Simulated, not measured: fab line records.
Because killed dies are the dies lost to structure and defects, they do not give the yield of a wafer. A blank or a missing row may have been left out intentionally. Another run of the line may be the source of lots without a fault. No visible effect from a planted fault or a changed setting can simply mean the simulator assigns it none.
8D (eight disciplines) problem report, filled in by code	flow berkeley cmos170	the parts of the form that need people (team, actions taken, sign-off) are left out

== 1. WHAT IS WRONG ==
Across 6 wafers from 2 lots, V2_TEOS_THK at UCB170_V2_THK_MEAS_01 averages 2236 nm, while fault-free wafers read 2000 nm with a standard deviation of 34. Measured from the usual mean, that is +7.0 standard deviations.
The first sign was on wafer L677.1 at day 9 15:14, on film metro-01. At this step, 33 wafers from 11 lots have a number in the record. Rule for "out", or "out of limits": more than 4 standard deviations from the usual mean. All remaining wafers that have a number are taken as sound.

== 2. WHAT IT IS; WHAT IT IS NOT ==
question	is	is not
which readings at this step	V2_TEOS_THK	-
which lots	L677, L680	L668, L669, L670, L671, L672, L675, L683, L686, L687
which wafers of those lots	all that have a number	-
read on which gauges	film metro-01, film metro-02	film metro-03
when	from day 9 15:14	up to then (18 sound wafers); but 9 sound wafers of L683, L686, L687 came after

== 3. SUSPECTS, AND WHAT RULES EACH OUT ==
Counting: a tool stays on the suspect list if, at a process step up to the reading, it processed all lots that are out and no sound lot following the first of them.
- the gauge at UCB170_V2_THK_MEAS_01 has been ruled out. 2 gauges (film metro-01, film metro-02) read the wafers that are out.
- pecvd-04 at UCB170_V2_CVD_00 (deposits SiO2 from TEOS/O2, target thk 2000 nm, time 250 s): kept. It processed each lot that is out, first L677 at day 9 15:05, and no sound lot thereafter; up to then, the last sound lot it processed was L675 at day 8 20:08. Out on those wafers are its own readings of rf fwd power W.
After counting, what remains is pecvd-04 at UCB170_V2_CVD_00.

== 4. THE CAUSE (what the simulator had put in) ==
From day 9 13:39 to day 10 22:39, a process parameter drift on pecvd-04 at UCB170_V2_CVD_00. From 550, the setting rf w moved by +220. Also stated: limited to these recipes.
The count eliminated every tool but this one.

== 5. THE CHAIN OF EFFECTS, in route order ==
Each row: a reading whose mean over the struck wafers that have a number lies more than 3 standard deviations from the usual. Only readings whose record carries a usual standard deviation are examined. hours: median over the lots of the time between each lot's start at the first step of this table that gives one and its start at this step. sigmas: the change, counted in usual standard deviations.
hours	step	reading	usual	on struck wafers	change	sigmas
0	UCB170_V2_CVD_00	rf fwd power W	548.3 W	767.2	+218.9	+99 or more
0	UCB170_V2_THK_MEAS_01	V2_TEOS_THK	2000 nm	2236	+236	+7.0
It contains these process steps:
- UCB170_V2_CVD_00: deposits SiO2 from TEOS/O2, target thk 2000 nm, time 250 s.

== 6. WHAT WOULD HAVE CAUGHT IT SOONER ==
In this record the first reading out of limits at a measuring or inspecting step was taken at day 9 15:14, 2 hours after the fault began at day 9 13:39.
The tool's own readings at UCB170_V2_CVD_00 were out on every struck wafer that the step has a row for (rf fwd power W): an alarm limit on them would have fired on the first of those.
L680, from the lots that are out (2), started UCB170_V2_CVD_00 on pecvd-04 later than day 9 15:14. A hold on the tool at that time would have spared it.
